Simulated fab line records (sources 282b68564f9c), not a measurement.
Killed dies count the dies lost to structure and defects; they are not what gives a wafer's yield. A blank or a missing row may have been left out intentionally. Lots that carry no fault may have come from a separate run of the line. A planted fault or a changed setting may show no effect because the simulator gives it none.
Split-lot trial ; flow ritCmos ; on a route of 202 steps: 5 lots, 23 wafers read

## THE SPLIT
At RIT_SILICIDE_SPUTTER_01 (material Ti, target thk 30 nm, time 240 s), the setting powerW was moved away from the recipe's 350 W on 6 of the 23 wafers read, by -7.3% to +11.2%. The other wafers ran this setting at the recipe's value.

## BETWEEN THE SPLIT AND THE READING: the file shows 1 step in between
- RIT_SILICIDE_RS_MEAS_02: measures by four-point-probe

## THE READING
SILICIDE_TI_THK, in nm, at RIT_SILICIDE_THK_MEAS_03 (measures by xrf). Fault-free wafers of this fab line usually give 30.0 nm, standard deviation 0.37 nm.

wafer;tool, chamber at the split;powerW as run, W;against the recipe;SILICIDE_TI_THK, nm;against lot-mates on the recipe
L076.1;pvdSputter-04, -;350;recipe;29.8;-
L076.4;pvdSputter-04, -;350;recipe;29.5;-
L076.5;pvdSputter-04, -;350;recipe;29.5;-
L077.1;pvdSputter-02, -;350;recipe;30.0;-
L077.2;pvdSputter-02, -;350;recipe;29.7;-
L077.3;pvdSputter-02, -;350;recipe;29.4;-
L077.4;pvdSputter-02, -;350;recipe;29.6;-
L077.6;pvdSputter-02, -;350;recipe;30.0;-
L079.2;pvdSputter-02, -;350;recipe;30.3;-
L079.3;pvdSputter-02, -;324.4;-7.3%;28.2;-1.7
L079.4;pvdSputter-02, -;350;recipe;29.6;-
L079.5;pvdSputter-02, -;324.4;-7.3%;27.9;-2.0
L079.6;pvdSputter-02, -;350;recipe;29.8;-
L082.2;pvdSputter-01, -;389.2;+11.2%;33.6;+3.6
L082.3;pvdSputter-01, -;350;recipe;29.9;-
L082.4;pvdSputter-01, -;350;recipe;30.1;-
L082.5;pvdSputter-01, -;389.2;+11.2%;33.5;+3.5
L082.6;pvdSputter-01, -;350;recipe;29.9;-
L085.1;pvdSputter-02, -;373.2;+6.6%;32.2;+2.6
L085.2;pvdSputter-02, -;350;recipe;29.9;-
L085.3;pvdSputter-02, -;373.2;+6.6%;32.0;+2.4
L085.4;pvdSputter-02, -;350;recipe;29.6;-
L085.5;pvdSputter-02, -;350;recipe;29.4;-

THE FIT
A straight line over all 23 wafers: SILICIDE_TI_THK changes by +0.311 nm for each +1% of powerW; r = +0.98; the points scatter about the line by 0.3 nm.
The same after taking each lot's own level away (the mean of its wafers on the recipe; 23 wafers): +0.31 nm for each +1%; r = +0.98; scatter 0.26 nm.
According to that fit, moving powerW by its largest amount changes the reading by 3.5 nm.
From 29.60 to 29.97 nm: that is the span of the lots' own levels, equal to 1.0 times the standard deviation above.
The two slopes are in agreement: the lot-to-lot level therefore moves the slope only a little.
Check: with one of the wafers moved furthest among these (+11.2%) left out of the fit, the line predicts +3.53 nm for it against its lot-mates. Against them it came out at +3.63 nm.

## ADDITIONAL SPLITS CARRIED BY THESE WAFERS
These wafers also went through other splits before the reading. Each is held against what the fit with the lots' levels taken away leaves over:
other split on the same wafers;wafers away from the commonest value;r with SILICIDE_TI_THK (lot level and that fit taken away)
RIT_PSD_COAT_01 spinRpm;9;+0.12

## THE WHOLE CHAIN: every reading that the file lists as answering this split, in the file's order
step;what it does;reading;change (the file's fit);r (the file's)
RIT_SILICIDE_SPUTTER_01;material Ti, target thk 30 nm, time 240 s;Ti_of_SILICIDE_SPUTTER_01.thkNm (the simulator's own value, which no gauge read);+0.307 nm for each +1% of the setting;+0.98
RIT_SILICIDE_RS_MEAS_02;measures by four-point-probe;SILICIDE_TI_RS;-0.588 for each +1% of the setting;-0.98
RIT_SILICIDE_THK_MEAS_03;measures by xrf;SILICIDE_TI_THK;+0.316 for each +1% of the setting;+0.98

## THE FILE'S OWN FIT
SILICIDE_TI_THK changes by +0.316 nm for each +1% of powerW, r = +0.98.
